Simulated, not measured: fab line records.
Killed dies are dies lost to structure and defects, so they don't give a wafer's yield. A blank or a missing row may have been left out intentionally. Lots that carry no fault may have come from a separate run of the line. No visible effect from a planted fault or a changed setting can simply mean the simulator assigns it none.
fab line records	flow ritCmos
record lots=12	wafers=36	lastDay=7
route steps=202 shown FOX2@27 GATE@84 NSD@141 CONTACT@177
lots untouched by any fault: they come from a run of this same line in which no faults occurred
startH: hours from the record's opening day to when the first of the lot's shown wafers began	waitH: how many hours have passed since the lot's step before this one	" repeats the value in the row above	L1.1+2: a single row standing in for several wafers	- no value, or no start was given	* or withheld: withheld	< > ~ a bound
route shown NAME@n: NAME is a module with steps in the file, n the number in the route of the first one	usual: mean/standard deviation of fault-free wafers	same: alike in all rows	chamber/n: place in a boat	sites: readings site by site	_std_site: standard deviation of those values	_edge_site: mean of outer sites minus mean of inner sites	radiusMm: for every site, how far away it sits from the centre of the wafer	mask NAME#n: copy n	behind: the most recent tool/chamber to have shaped the wafer	hold: why the lot went on hold/how many hours it stayed there/how the hold came to an end	device: the n, p or np transistor that did not switch	end of line: the tests these same wafers got at the end of their route	a step without rows: its recipe alone	killed: at the first sort, the dies lost to defects and structure; wafer yield is something else	map: per-die view of a wafer (x killed, . not killed, _ where there is no die)
set.NAME: the setting as run; set.NAME@STEP: as run at that earlier step	model.NAME: the simulator's own value behind a step, which no gauge read
the route's steps for a sample of lots (tables are steps, rows are wafers)
services: when a tool's chamber went out of use (startH, in hours from the record's first day, below 0 if earlier), for how many hours, and the reason
## steps
# step RIT_FOX2_THK_MEAS_90
# recipe reads=SiO2_of_FOX2_OXIDATION_00
# usual FIELD_OXIDE_LEFT_1_THK=323/8.2
lot.wafer	tool	chamber	startH	waitH	FIELD_OXIDE_LEFT_1_THK[nm]
L210.1	filmMetro-01	-	20.87	0.0	329
L210.4	"	-	"	"	322
L210.6	"	-	"	"	328
L211.1	filmMetro-03	-	25.92	0.0	328
L211.3	"	-	"	"	324
L211.4	"	-	"	"	323
L212.2	filmMetro-01	-	29.61	0.0	324
L212.4	"	-	"	"	332
L212.6	"	-	"	"	329
L213.3	filmMetro-01	-	37.55	0.0	319
L213.4	"	-	"	"	320
L213.5	"	-	"	"	322
L216.1	filmMetro-01	-	52.32	0.0	315
L216.2	"	-	"	"	319
L216.6	"	-	"	"	317
L224.3	filmMetro-01	-	91.17	0.0	315
L224.5	"	-	"	"	310
L224.6	"	-	"	"	313
L228.2	filmMetro-03	-	111.18	0.0	331
L228.4	"	-	"	"	330
L228.6	"	-	"	"	325
L229.1	filmMetro-01	-	116.20	0.0	334
L229.4	"	-	"	"	332
L229.6	"	-	"	"	340
L230.1	filmMetro-03	-	121.89	0.0	315
L230.5	"	-	"	"	318
L230.6	"	-	"	"	321
L231.2	filmMetro-01	-	124.88	0.0	324
L231.3	"	-	"	"	325
L231.4	"	-	"	"	322
L232.2	filmMetro-01	-	130.26	0.0	325
L232.4	"	-	"	"	322
L232.5	"	-	"	"	319
L233.3	filmMetro-01	-	138.14	0.0	311
L233.4	"	-	"	"	314
L233.5	"	-	"	"	313
# step RIT_GATE_CVD_08
# recipe material=poly-Si	targetThkNm=250	tempC=610	precursor=SiH4	timeS=2220	pressureMtorr=300	sih4FlowSccm=100
# usual zonePowerLoadPct=12.1/1.7
lot.wafer	tool	chamber	startH	waitH	zonePowerLoadPct
L210.1	lpcvd-02	0	36.97	0.1	11.1
L210.4	"	0	"	"	10.7
L210.6	"	0	"	"	11.1
L211.1	lpcvd-02	0	40.78	0.1	10.9
L211.3	"	0	"	"	11.0
L211.4	"	0	"	"	11.0
L212.2	lpcvd-01	0	44.51	0.0	14.0
L212.4	"	0	"	"	14.2
L212.6	"	0	"	"	14.1
L213.3	lpcvd-01	0	52.07	0.0	13.7
L213.4	"	0	"	"	14.3
L213.5	"	0	"	"	13.9
L216.1	lpcvd-02	1	68.11	0.1	12.5
L216.2	"	1	"	"	12.5
L216.6	"	1	"	"	12.2
L224.3	lpcvd-02	0	105.89	0.0	10.8
L224.5	"	0	"	"	10.9
L224.6	"	0	"	"	11.1
L228.2	lpcvd-02	0	125.31	0.0	10.8
L228.4	"	0	"	"	10.9
L228.6	"	0	"	"	11.0
L229.1	lpcvd-01	0	133.95	0.1	14.0
L229.4	"	0	"	"	13.9
L229.6	"	0	"	"	13.9
L230.1	lpcvd-01	0	138.36	1.0	14.0
L230.5	"	0	"	"	13.8
L230.6	"	0	"	"	13.9
L231.2	lpcvd-02	0	140.59	0.0	11.0
L231.3	"	0	"	"	10.9
L231.4	"	0	"	"	11.1
L232.2	lpcvd-01	0	146.13	0.0	14.1
L232.4	"	0	"	"	14.3
L232.5	"	0	"	"	14.1
L233.3	lpcvd-01	1	154.47	0.0	10.0
L233.4	"	1	"	"	9.7
L233.5	"	1	"	"	9.7
# step RIT_GATE_THK_MEAS_09
# recipe reads=poly-Si_of_GATE_CVD_08
# usual GATE_POLY_THK=248.6/2.4
lot.wafer	tool	chamber	startH	waitH	GATE_POLY_THK[nm]
L210.1	filmMetro-04	-	39.39	0.0	244.4
L210.4	"	-	"	"	245.4
L210.6	"	-	"	"	243.1
L211.1	filmMetro-01	-	42.40	0.0	250.1
L211.3	"	-	"	"	247.7
L211.4	"	-	"	"	246.1
L212.2	filmMetro-03	-	46.14	0.0	247.3
L212.4	"	-	"	"	247.1
L212.6	"	-	"	"	247.6
L213.3	filmMetro-04	-	53.71	0.0	169.4
L213.4	"	-	"	"	168.1
L213.5	"	-	"	"	169.0
L216.1	filmMetro-03	-	69.72	0.0	244.4
L216.2	"	-	"	"	245.8
L216.6	"	-	"	"	245.9
L224.3	filmMetro-03	-	108.34	0.0	252.9
L224.5	"	-	"	"	252.7
L224.6	"	-	"	"	250.3
L228.2	filmMetro-01	-	126.93	0.0	248.5
L228.4	"	-	"	"	250.2
L228.6	"	-	"	"	249.1
L229.1	filmMetro-03	-	135.57	0.0	248.2
L229.4	"	-	"	"	247.8
L229.6	"	-	"	"	250.1
L230.1	filmMetro-03	-	139.97	0.0	249.3
L230.5	"	-	"	"	248.5
L230.6	"	-	"	"	250.1
L231.2	filmMetro-03	-	142.22	0.0	251.3
L231.3	"	-	"	"	249.9
L231.4	"	-	"	"	249.8
L232.2	filmMetro-04	-	147.76	0.0	247.8
L232.4	"	-	"	"	250.3
L232.5	"	-	"	"	245.7
L233.3	filmMetro-03	-	156.11	0.0	248.2
L233.4	"	-	"	"	246.3
L233.5	"	-	"	"	247.8
# step RIT_GATE_ETCH_19
# recipe chemistry=SF6/CHF3/O2	timeS=165	SF6_flow_sccm=30	CHF3_flow_sccm=30	O2_flow_sccm=5	target=poly-Si	pressureMtorr=40	rfW=163	targetDepthA=3125	overEtchFrac=0.25	stopOn=SiO2
# usual drypumpMotorCurrentA=6.0/0.45	oesProductAu=0.842/0.018	throttleValvePct=10.23/0.17
lot.wafer	tool	chamber	startH	waitH	drypumpMotorCurrentA	oesProductAu	rfHoursCounterH	throttleValvePct
L210.1	rieSi-01	2	40.88	0.1	6.3	0.836	101	10.31
L210.4	"	1	"	"	6.5	0.851	2	9.98
L210.6	"	1	"	"	6.5	0.836	-	9.97
L211.1	rieSi-02	0	43.74	0.1	5.3	0.841	47	10.06
L211.3	"	2	"	"	6.6	0.821	28	10.51
L211.4	"	0	"	"	5.3	0.820	-	10.04
L212.2	rieSi-01	3	47.49	0.1	5.7	0.862	110	10.24
L212.4	"	1	"	"	6.6	0.844	2	9.94
L212.6	"	2	"	"	6.4	0.845	-	10.30
L213.3	rieSi-02	0	55.07	0.1	5.4	0.647	47	10.04
L213.4	"	2	"	"	6.6	0.630	28	10.52
L213.5	"	2	"	"	6.6	0.637	-	10.51
L216.1	rieSi-01	1	71.06	0.1	6.5	0.847	2	9.97
L216.2	"	2	"	"	6.4	0.838	102	10.29
L216.6	"	3	"	"	5.7	0.857	-	10.25
L224.3	rieSi-01	0	109.66	0.1	6.1	0.849	111	10.11
L224.5	"	3	"	"	5.7	0.870	-	10.23
L224.6	"	2	"	"	6.4	0.853	-	10.31
L228.2	rieSi-01	3	128.42	0.1	5.6	0.857	110	10.24
L228.4	"	0	"	"	6.1	0.836	111	10.12
L228.6	"	2	"	"	6.4	0.852	-	10.31
L229.1	rieSi-02	1	136.91	0.1	5.8	0.854	116	10.24
L229.4	"	2	"	"	6.6	0.825	29	10.52
L229.6	"	0	"	"	5.3	0.825	-	10.03
L230.1	rieSi-01	0	141.39	0.1	6.0	0.841	111	10.12
L230.5	"	1	"	"	6.5	0.857	-	9.97
L230.6	"	2	"	"	6.3	0.857	-	10.31
L231.2	rieSi-02	1	143.55	0.1	5.7	0.868	116	10.25
L231.3	"	0	"	"	5.4	0.833	48	10.05
L231.4	"	3	"	"	5.5	0.816	106	10.41
L232.2	rieSi-01	2	148.97	0.1	6.4	0.848	102	10.32
L232.4	"	3	"	"	5.6	0.868	111	10.23
L232.5	"	2	"	"	6.4	0.845	-	10.30
L233.3	rieSi-02	0	157.43	0.1	5.4	0.825	48	10.04
L233.4	"	3	"	"	5.5	0.822	106	10.40
L233.5	"	0	"	"	5.4	0.812	-	10.04
# step RIT_NSD_TW_MEAS_10
# usual NSD_TW=3127/21
lot.wafer	tool	chamber	startH	waitH	NSD_TW
L210.1	filmMetro-04	-	51.18	0.1	3144
L210.4	"	-	"	"	3135
L210.6	"	-	"	"	3150
L211.1	filmMetro-04	-	53.97	0.1	3141
L211.3	"	-	"	"	3126
L211.4	"	-	"	"	3139
L212.2	filmMetro-03	-	58.83	0.1	3146
L212.4	"	-	"	"	3155
L212.6	"	-	"	"	3144
L213.3	filmMetro-04	-	66.82	0.1	3139
L213.4	"	-	"	"	3139
L213.5	"	-	"	"	3140
L216.1	filmMetro-02	-	81.72	0.1	3089
L216.2	"	-	"	"	3097
L216.6	"	-	"	"	3082
L224.3	filmMetro-02	-	120.13	0.1	3115
L224.5	"	-	"	"	3110
L224.6	"	-	"	"	3111
L228.2	filmMetro-02	-	139.94	0.1	3107
L228.4	"	-	"	"	3098
L228.6	"	-	"	"	3094
L229.1	filmMetro-03	-	147.80	0.1	3140
L229.4	"	-	"	"	3145
L229.6	"	-	"	"	3139
L230.1	filmMetro-03	-	153.18	0.1	3142
L230.5	"	-	"	"	3140
L230.6	"	-	"	"	3135
L231.2	filmMetro-03	-	154.57	0.1	3151
L231.3	"	-	"	"	3136
L231.4	"	-	"	"	3136
L232.2	filmMetro-02	-	159.98	0.1	3113
L232.4	"	-	"	"	3101
L232.5	"	-	"	"	3110
L233.3	filmMetro-03	-	168.46	0.1	3139
L233.4	"	-	"	"	3149
L233.5	"	-	"	"	3153
# step RIT_CONTACT_OVL_MEAS_09
# usual CONTACT_OVL=0.1/1.5
lot.wafer	tool	chamber	startH	waitH	CONTACT_OVL[nm]
L210.1	overlay-02	-	55.60	0.1	0.4
L210.4	"	-	"	"	-0.5
L210.6	"	-	"	"	1.9
L211.1	overlay-01	-	58.37	0.1	1.5
L211.3	"	-	"	"	1.7
L211.4	"	-	"	"	1.1
L212.2	overlay-02	-	63.34	0.1	-1.2
L212.4	"	-	"	"	-1.4
L212.6	"	-	"	"	-0.2
L213.3	overlay-02	-	71.40	0.1	1.2
L213.4	"	-	"	"	2.4
L213.5	"	-	"	"	3.5
L216.1	overlay-02	-	85.90	0.1	2.4
L216.2	"	-	"	"	0.3
L216.6	"	-	"	"	0.7
L224.3	overlay-02	-	124.72	0.1	-1.8
L224.5	"	-	"	"	-1.5
L224.6	"	-	"	"	-1.3
L228.2	overlay-02	-	144.40	0.1	1.3
L228.4	"	-	"	"	0.8
L228.6	"	-	"	"	0.5
L229.1	overlay-02	-	152.08	0.1	0.8
L229.4	"	-	"	"	1.6
L229.6	"	-	"	"	1.5
L230.1	overlay-02	-	157.65	0.1	-0.6
L230.5	"	-	"	"	-0.9
L230.6	"	-	"	"	-2.0
L231.2	overlay-02	-	159.08	0.1	-0.2
L231.3	"	-	"	"	1.7
L231.4	"	-	"	"	0.9
L232.2	overlay-01	-	164.26	0.1	-1.6
L232.4	"	-	"	"	-0.5
L232.5	"	-	"	"	-0.8
L233.3	overlay-01	-	172.71	0.1	-0.6
L233.4	"	-	"	"	-0.4
L233.5	"	-	"	"	0.4
## services
tool	chamber	startH	hours	kind
rieSi-01	0	28.44	3.5	repair
rieSi-01	-	39.48	0.4	repair
rieSi-02	1	41.26	5.3	repair
## key
firstSign step=RIT_GATE_THK_MEAS_09	reading=GATE_POLY_THK	direction=down	sigmas=34	usual=248.6	struck=168.8
effect step=RIT_GATE_ETCH_19	reading=oesProductAu	direction=down	sigmas=11	usual=0.842	struck=0.638
metAt RIT_GATE_CVD_08
struckLots L213
struckWafers L213.3,L213.4,L213.5
testerLeftOut L213
notActingAt RIT_FOX2_THK_MEAS_90,RIT_NSD_TW_MEAS_10,RIT_CONTACT_OVL_MEAS_09
fault kind=processParameterDrift	tool=lpcvd-01	chamber=0	onsetH=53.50	steps=RIT_GATE_CVD_08	channel=targetThkNm	offset=-82.41	shape=step	endH=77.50	actsIn=theseRecipesOnly	stated=250
# testerLeftOut: of these lots the tester's yield and bins aren't shown, on N5 and GAA mostly nor the transistor test; their killed dies are dies lost to structure and defects alone, not to doping, threshold or leakage, so they don't give the yield
